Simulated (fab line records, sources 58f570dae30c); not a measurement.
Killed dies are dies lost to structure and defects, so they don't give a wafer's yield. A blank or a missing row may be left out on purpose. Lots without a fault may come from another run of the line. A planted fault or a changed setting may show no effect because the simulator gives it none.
Which tool did it? | flow berkeley_cmos170 | 14 lots, 42 wafers sampled, at 2 steps of a route of 331

WHAT THE GAUGES READ, wafer by wafer
UCB170_PVT_OVL_MEAS_06. Usual: PVT_OVL 5 nm, standard deviation 6.7.
lot  | measured     | on         | PVT_OVL (nm) | flag
L772 | day 5 09:49  | overlay-02 | -5 -5 -5     |
L775 | day 6 09:05  | overlay-02 | -3 5 -10     |
L776 | day 6 09:35  | overlay-01 | 0 4 6        |
L774 | day 6 09:41  | overlay-02 | 7 12 14      |
L782 | day 7 11:54  | overlay-02 | - - -        | OFF
L781 | day 7 12:11  | overlay-02 | - - -        | OFF
L787 | day 8 14:41  | overlay-01 | 9 9 11       |
L788 | day 8 18:08  | overlay-02 | 11 20 13     |
L789 | day 9 00:11  | overlay-01 | 3 6 1        |
L790 | day 9 00:28  | overlay-02 | 5 2 -2       |
L792 | day 9 17:38  | overlay-01 | 11 6 14      |
L793 | day 9 18:34  | overlay-01 | 16 17 16     |
L794 | day 10 01:31 | overlay-02 | 9 5 6        |
L795 | day 10 01:46 | overlay-02 | 2 -4 0       |

WHICH TOOL RAN EACH LOT (tool, then ch and the chambers of the sampled wafers, then the start)
lot  | UCB170_PVT_COAT_01
L772 | litho_track-04 ch 0, day 5 08:58
L775 | litho_track-03 ch 0, day 6 08:04
L776 | litho_track-04 ch 0, day 6 08:17
L774 | litho_track-02 ch 0, day 6 08:25
L782 | litho_track-04, day 7 10:54
L781 | litho_track-02, day 7 11:08
L787 | litho_track-02 ch 0, day 8 13:04
L788 | litho_track-04 ch 0, day 8 17:19
L789 | litho_track-04 ch 0, day 8 23:25
L790 | litho_track-03 ch 0, day 8 23:37
L792 | litho_track-02 ch 0, day 9 16:10
L793 | litho_track-03 ch 0, day 9 16:50
L794 | litho_track-04 ch 0, day 10 00:43
L795 | litho_track-02 ch 0, day 10 00:55
- UCB170_PVT_COAT_01: resist thk 900 nm.

WHAT THE TOOLS THEMSELVES READ (means of the sampled wafers that have a number; where no wafer has one, the mark that the record gives instead)
UCB170_PVT_COAT_01. Usual: chill_plate_temp_C 22.96 C, standard deviation 0.12; dispense_pressure_kPa 47 kPa, standard deviation 4.3.
lot  | tool           | chill_plate_temp_C (C) | dispense_pressure_kPa (kPa) | flag
L772 | litho_track-04 | 22.94                  | 42                          |
L775 | litho_track-03 | 23.09                  | 49                          |
L776 | litho_track-04 | 22.92                  | 42                          |
L774 | litho_track-02 | 23.22                  | 52                          |
L782 | litho_track-04 | -                      | -                           | OFF
L781 | litho_track-02 | -                      | -                           | OFF
L787 | litho_track-02 | 22.94                  | 52                          |
L788 | litho_track-04 | 22.94                  | 42                          |
L789 | litho_track-04 | 23.00                  | 42                          |
L790 | litho_track-03 | 22.88                  | 49                          |
L792 | litho_track-02 | 22.93                  | 52                          |
L793 | litho_track-03 | 22.99                  | 49                          |
L794 | litho_track-04 | 22.90                  | 42                          |
L795 | litho_track-02 | 22.93                  | 52                          |

THE ANSWER, worked out from the rows above alone
Rule: a lot is off if the mean of its wafers that have a number lies more than 3 standard deviations from the usual mean. A lot without any number at a reading at which 4 lots or more have one is off too. The other lots that the step has rows for count as sound. The gauges are gone through in route order, then the tools' own readings, and for those a lot's mean is taken as printed above. The first step at which some lot is off is used, and at that step the reading that is off furthest; a lot without a number counts as furthest.
Off: L782, L781, at UCB170_PVT_OVL_MEAS_06 (PVT_OVL). Without a number there: L782, L781.
A tool fits if, at a process step before that reading, it ran every lot that is off, and no sound lot after the first of them. The gauges at UCB170_PVT_OVL_MEAS_06 aren't tried: what is off there is off at UCB170_PVT_COAT_01 too, on other tools, and a gauge's error can't cause that. None of those tried fits.

WHAT THE SIMULATOR HAD PUT IN
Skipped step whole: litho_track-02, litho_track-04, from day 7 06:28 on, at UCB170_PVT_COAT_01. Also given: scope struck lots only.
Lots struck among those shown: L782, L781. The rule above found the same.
